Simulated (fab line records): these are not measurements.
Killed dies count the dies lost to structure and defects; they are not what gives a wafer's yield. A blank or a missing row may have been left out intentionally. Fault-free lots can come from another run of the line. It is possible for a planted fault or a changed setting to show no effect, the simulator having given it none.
Comparing a struck lot with a sound one / flow rit_cmos / 14 steps out of a route of 202
Sound: wafers L819.2, L819.3, L819.6. Wafers L827.2, L827.4, L827.6 were the ones struck. The cause comes at the end.
Per side, at each step with rows, come the tool, then ch with its chambers, and then its first start. Under that, the readings that differ: sound wafers / struck wafers / difference of the means / sigmas: that difference in standard deviations of wafers without a fault.
alike: readings whose means differ by less than 2 such deviations, and words and numbers that are the same on both sides. not compared: withheld readings, readings that some wafer has no value for, bounds like >300 that may hide the same value, and numbers for which the record gives no deviation and whose values overlap.
A row with sigmas, a row that says differs or no value, or rows on one side alone: a step with any of these is where the two part. Non-overlapping numbers with no deviation appear without sigmas and do not part them. Lack of a reading on every wafer of one side parts them only where that side has two or more wafers.

first, 4 steps without rows for these wafers: RIT_NLDD_SOFTBAKE_02 (time 60 s); RIT_NLDD_EXPOSE_03 (exposes mask M7, target cd 40700 nm); RIT_NLDD_PEB_04; RIT_NLDD_DEVELOP_05 (develop time 50 s).
RIT_NLDD_OVL_MEAS_06:
  struck on overlay-02, day 5 00:58; sound on overlay-01, day 3 08:56
  alike: NLDD_OVL
then, 2 steps without rows for these wafers: RIT_NLDD_HARDBAKE_07 (time 60 s); RIT_NLDD_IMPLANT_08.
RIT_NLDD_STRIP_09: strips in O2, time 180 s.
  sound on plasma_asher-03 ch 0,1, day 3 09:18; struck on plasma_asher-02 ch 1, day 5 01:18
  alike: drypump_motor_current_A
  not compared: rf_hours_counter_h
RIT_NLDD_TW_MEAS_10:
  struck on film_metro-03, day 5 01:29; sound on film_metro-03, day 3 09:29
  alike: NLDD_TW
then, 3 steps without rows for these wafers: RIT_PLDD_HMDS_00 (prime time 60 s); RIT_PLDD_COAT_01 (resist thk 1000 nm); RIT_PLDD_SOFTBAKE_02 (time 60 s).
RIT_PLDD_EXPOSE_03: exposes mask M8, target cd 40900 nm.
  struck on iline_stepper-01, day 5 02:00; sound on iline_stepper-02 ch 0, day 3 10:01
  no value came back on the struck wafers for exposure_dose_mJ_cm2, focus_offset_nm (nm); on the sound wafers exposure_dose_mJ_cm2 reads 250.20 250.23 249.98
  alike: mask
following that, these wafers have no rows for 1 step: RIT_PLDD_PEB_04.

## WHERE THEY PART
RIT_PLDD_EXPOSE_03 only, going by this record.

WHY: what the simulator had put in
Entire step skipped (iline_stepper-01, RIT_PLDD_EXPOSE_03), from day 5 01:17 onward. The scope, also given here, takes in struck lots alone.
